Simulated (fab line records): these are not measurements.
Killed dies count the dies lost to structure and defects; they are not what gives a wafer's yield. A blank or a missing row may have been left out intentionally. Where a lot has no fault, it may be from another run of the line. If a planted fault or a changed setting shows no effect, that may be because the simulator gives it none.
Which tool is to blame? || flow berkeley_cmos170 || 13 lots with 39 wafers sampled at 2 steps, on a route of 331 steps

== WHAT THE GAUGES SHOWED, per wafer ==
UCB170_M1_CD_MEAS_90: the cd target is 700 nm.
{"lot": "L668", "measured": "day 8 16:36", "on": "cd_sem-02", "cd_nm (nm)": "698.4 697.9 699.9"}
{"lot": "L667", "measured": "day 8 17:52", "on": "cd_sem-02", "cd_nm (nm)": "699.2 703.7 701.5"}
{"lot": "L671", "measured": "day 9 12:25", "on": "cd_sem-02", "cd_nm (nm)": "699.5 703.1 701.6"}
{"lot": "L669", "measured": "day 9 14:47", "on": "cd_sem-02", "cd_nm (nm)": "699.8 700.4 699.3"}
{"lot": "L672", "measured": "day 9 15:59", "on": "cd_sem-02", "cd_nm (nm)": "702.6 701.6 704.0"}
{"lot": "L670", "measured": "day 9 16:13", "on": "cd_sem-02", "cd_nm (nm)": "698.8 700.5 698.0"}
{"lot": "L676", "measured": "day 10 05:31", "on": "cd_sem-02", "cd_nm (nm)": "696.4 698.5 698.2"}
{"lot": "L678", "measured": "day 10 07:21", "on": "cd_sem-02", "cd_nm (nm)": "698.1 699.4 698.5"}
{"lot": "L680", "measured": "day 10 17:24", "on": "cd_sem-01", "cd_nm (nm)": "699.6 696.8 697.7"}
{"lot": "L682", "measured": "day 11 09:34", "on": "cd_sem-02", "cd_nm (nm)": "697.5 699.5 696.6"}
{"lot": "L681", "measured": "day 11 11:22", "on": "cd_sem-01", "cd_nm (nm)": "700.7 703.0 699.2"}
{"lot": "L685", "measured": "day 11 12:01", "on": "cd_sem-02", "cd_nm (nm)": "699.3 703.4 700.7"}
{"lot": "L686", "measured": "day 12 13:43", "on": "cd_sem-01", "cd_nm (nm)": "699.8 698.7 703.1"}

UCB170_V1_CD_MEAS_12: the cd target is 700 nm.
{"lot": "L668", "measured": "day 8 20:51", "on": "cd_sem-02", "cd_nm (nm)": "699.3 698.7 698.4"}
{"lot": "L667", "measured": "day 8 23:38", "on": "cd_sem-02", "cd_nm (nm)": "699.1 698.0 698.9"}
{"lot": "L671", "measured": "day 9 17:57", "on": "cd_sem-02", "cd_nm (nm)": "700.6 698.3 699.1"}
{"lot": "L669", "measured": "day 9 19:07", "on": "cd_sem-02", "cd_nm (nm)": "700.2 701.3 700.7"}
{"lot": "L672", "measured": "day 9 19:42", "on": "cd_sem-02", "cd_nm (nm)": "698.8 699.0 698.4"}
{"lot": "L670", "measured": "day 9 21:10", "on": "cd_sem-02", "cd_nm (nm)": "700.1 700.1 701.0"}
{"lot": "L676", "measured": "day 10 14:08", "on": "cd_sem-01", "cd_nm (nm)": "697.9 699.4 699.4"}
{"lot": "L678", "measured": "day 10 13:50", "on": "cd_sem-01", "cd_nm (nm)": "700.9 701.8 701.8"}
{"lot": "L680", "measured": "day 10 23:02", "on": "cd_sem-01", "cd_nm (nm)": "702.4 701.2 702.9"}
{"lot": "L682", "measured": "day 11 12:58", "on": "cd_sem-01", "cd_nm (nm)": "700.5 699.7 699.2"}
{"lot": "L681", "measured": "day 11 14:32", "on": "cd_sem-02", "cd_nm (nm)": "697.0 697.5 698.5"}
{"lot": "L685", "measured": "day 11 18:46", "on": "cd_sem-02", "cd_nm (nm)": "698.3 699.0 699.8"}
{"lot": "L686", "measured": "day 12 18:34", "on": "cd_sem-01", "cd_nm (nm)": "698.0 697.7 698.3"}

== WHICH TOOL RAN EACH LOT (tool, then ch and the chambers of the sampled wafers, then the start) ==
There is no process step in the record ahead of these readings.

== AS READ BY THE TOOLS THEMSELVES (means over the sampled wafers that have a number; for cases with no such wafer, the mark the record gives instead) ==
The record holds no such reading with a usual standard deviation.

== THE ANSWER, worked out from the rows above alone ==
Rule: the lots themselves supply what counts as usual. Put in order of their means at a reading, lots are off if they are a third of the lots or fewer, leave a main group of 4 or more, and stand apart from it by a gap of 3 or more times the standard deviation of the main group's means; of several such gaps the widest counts. A main group whose means are all the same, to the digits that the tables above print for the reading, isn't used. A lot without any number at a reading at which 4 lots or more have one is off too. All remaining lots with rows at the step are treated as sound. Order of review: gauges by route order, followed by the tools' own readings, for which a lot's mean as printed above is used. The first step at which some lot is off is used, and at that step the reading that is off furthest; a lot without a number counts as furthest.
Across all readings shown, no lot is off: no conclusion can be drawn from this.

== WHAT THE SIMULATOR PUT IN ==
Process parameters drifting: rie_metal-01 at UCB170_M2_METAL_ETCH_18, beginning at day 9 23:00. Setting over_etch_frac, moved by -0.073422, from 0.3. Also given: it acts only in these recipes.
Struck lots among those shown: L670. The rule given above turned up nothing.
